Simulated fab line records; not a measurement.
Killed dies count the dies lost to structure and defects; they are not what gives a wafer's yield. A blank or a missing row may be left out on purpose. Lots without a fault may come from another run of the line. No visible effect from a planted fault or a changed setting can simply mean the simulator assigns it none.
8D (eight disciplines) problem report, filled in by code	flow berkeley cmos170	the parts of the form that need people (team, actions taken, sign-off) are left out

== 1. PROBLEM STATEMENT ==
Across 9 wafers from 3 lots, V2_POLISHED_THK at UCB170_V2_THK_MEAS_04 averages 749.2 nm, while fault-free wafers read 1000.0 nm with a standard deviation of 1.2. That is -99 or more standard deviations from the usual mean.
First seen on wafer L593.4, day 10 22:22, on film metro-02. Wafers with a number at this step in the record: 45, from 15 lots. The rule behind "out" and "out of limits": a value lying over 4 standard deviations away from the usual mean. All remaining wafers that have a number are taken as sound.

== 2. WHAT IT IS, WHAT IT ISN'T ==
question	is	is not
which readings at this step	V2_POLISHED_THK	-
which lots	L593, L596, L599	L584, L585, L587, L589, L590, L591, L592, L594, L595, L597, L600, L605
which wafers of those lots	all that have a number	-
read on which gauges	film metro-02, film metro-04	film metro-03
when	from day 10 22:22	up to then (24 sound wafers); but 12 sound wafers of L595, L597, L600, L605 came after

== 3. WHAT RULES OUT EACH SUSPECT ==
Counting: a tool stays on the suspect list if, at a process step up to the reading, it processed all lots that are out and no sound lot following the first of them.
- the gauge at UCB170_V2_THK_MEAS_04 is ruled out. The wafers that are out were read on 2 gauges (film metro-02, film metro-04).
- cmp-02 at UCB170_V2_CMP_02 (polishes SiO2): kept. It ran every lot that is out, first L593 (day 10 21:58), and no sound lot after that; its last sound lot up to then is L594 (day 10 19:50).
Left after counting: cmp-02 at UCB170_V2_CMP_02.

== 4. THE CAUSE (what the simulator had put in) ==
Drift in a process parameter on cmp-02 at UCB170_V2_CMP_02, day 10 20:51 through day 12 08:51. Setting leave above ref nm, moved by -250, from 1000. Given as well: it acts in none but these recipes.
This tool alone remained once counting was done.

== 5. THE EFFECT CHAIN, in route order ==
Rows list readings where the struck wafers' mean (over those with a number) sits beyond 3 standard deviations from the usual. Only readings whose record carries a usual standard deviation are examined. hours: median over the lots of the time between each lot's start at the first step of this table that gives one and its start at this step. sigmas: the change, counted in usual standard deviations.
hours	step	reading	usual	on struck wafers	change	sigmas
0	UCB170_V2_THK_MEAS_04	V2_POLISHED_THK	1000.0 nm	749.2	-250.8	-99 or more
1	UCB170_V2_ETCH_14	oes product au	0.882 a.u.	0.752	-0.130	-8.7
It contains these process steps:
- UCB170_V2_ETCH_14: etches SiO2 in CHF3/CF4/Ar, stops on Al, target depth 1250 nm, time 291 s.
Later measuring or inspecting steps at which every struck wafer that the step has a row for has a number for every such reading, and none has moved that far: UCB170_V2_OVL_MEAS_13.

== 6. HOW IT WOULD HAVE BEEN CAUGHT EARLIER ==
2 hours passed between the start of the fault at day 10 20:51 and the first reading out of limits at a measuring or inspecting step in this record, taken at day 10 22:22.
No tool reading at UCB170_V2_CMP_02 that has a usual standard deviation in the record was out on any struck wafer, so an alarm limit of 4 standard deviations on those readings would not have fired.
Among the 3 lots that are out, L596, L599 began UCB170_V2_CMP_02 on cmp-02 after day 10 22:22. A hold on the tool at that time would have spared those 2.
